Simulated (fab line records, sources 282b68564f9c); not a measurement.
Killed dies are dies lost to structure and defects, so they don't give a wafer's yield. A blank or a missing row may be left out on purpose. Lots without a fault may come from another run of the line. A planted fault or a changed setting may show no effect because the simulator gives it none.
One fault seen from 2 desks | flow rit_cmos | each desk has only its own numbers; what lay behind them comes last

THE TOOL OWNER'S DESK: rie_si-02
The tool's own readings at RIT_GATE_ETCH_19 (etches poly-Si in SF6/CHF3/O2, stops on SiO2, time 165 s, target depth 312.5 nm): means of the sampled wafers that have a number, for each lot that ran on this tool. A lot is out of limits, marked OUT, if its mean lies more than 4 standard deviations from the usual mean; the brackets give that distance.
Columns: A = drypump_motor_current_A at RIT_GATE_ETCH_19, usual 5.4 A; B = he_backside_leak_sccm at RIT_GATE_ETCH_19, usual 2.74 sccm; C = oes_product_au at RIT_GATE_ETCH_19, usual 0.831 a.u.; D = rf_fwd_power_W at RIT_GATE_ETCH_19, usual 159.4 W; E = throttle_valve_pct at RIT_GATE_ETCH_19, usual 10.30 %
lot  | first seen here | A   | B    | C     | D               | E
L954 | day 3 11:58     | 5.2 | 2.74 | 0.833 | 159.1           | 10.25
L959 | day 4 11:10     | 5.0 | 2.91 | 0.820 | 159.3           | 10.30
L970 | day 6 20:13     | 5.3 | 2.64 | 0.834 | 151.1 (-17) OUT | 10.23
This desk's finding: out of limits on L970; first on L970, day 6 20:13 (rf_fwd_power_W at RIT_GATE_ETCH_19). In limits: L954, L959.

THE METROLOGY DESK
What the gauges read, lot by lot, whatever tool the lot ran on: means of the sampled wafers that have a number. A lot is out of limits, marked OUT, if its mean lies more than 4 standard deviations from the usual mean; the brackets give that distance.
Columns: A = GATE_OXIDE_THK at RIT_GATE_THK_MEAS_07, usual 3.00 nm; B = GATE_POLY_THK at RIT_GATE_THK_MEAS_09, usual 244.1 nm; C = cd_nm at RIT_GATE_CD_MEAS_16, usual 150.4 nm; D = GATE_OVL at RIT_GATE_OVL_MEAS_17, usual 0.2 nm
lot  | first seen here | A    | B     | C     | D
L954 | day 3 09:05     | 3.03 | 244.3 | 146.8 | 0.4
L959 | day 4 08:15     | 2.93 | 244.0 | 150.3 | 0.4
L970 | day 6 14:37     | 2.98 | 244.6 | 148.4 | 2.1
L971 | day 6 19:29     | 2.94 | 246.6 | 152.0 | 0.3
L973 | day 7 09:39     | 2.98 | 241.6 | 152.5 | -0.7
This desk's finding: nothing out of limits on any of the 5 lots.

PUT TOGETHER
The tool owner's desk could have raised an alarm at day 6 20:13, on L970.
The metrology desk saw nothing out of limits.
The metrology desk has L970 on record, within its limits.
Of the lots named, all ran RIT_GATE_ETCH_19 on rie_si-02.

WHAT THE SIMULATOR HAD PUT IN
Process parameter drift: rie_si-02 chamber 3, from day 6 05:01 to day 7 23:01, at RIT_GATE_ETCH_19. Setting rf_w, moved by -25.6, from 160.
Lots struck among those shown: L970.
Hours from the fault's start to each desk's first reading out of limits: the tool owner's desk, 15.
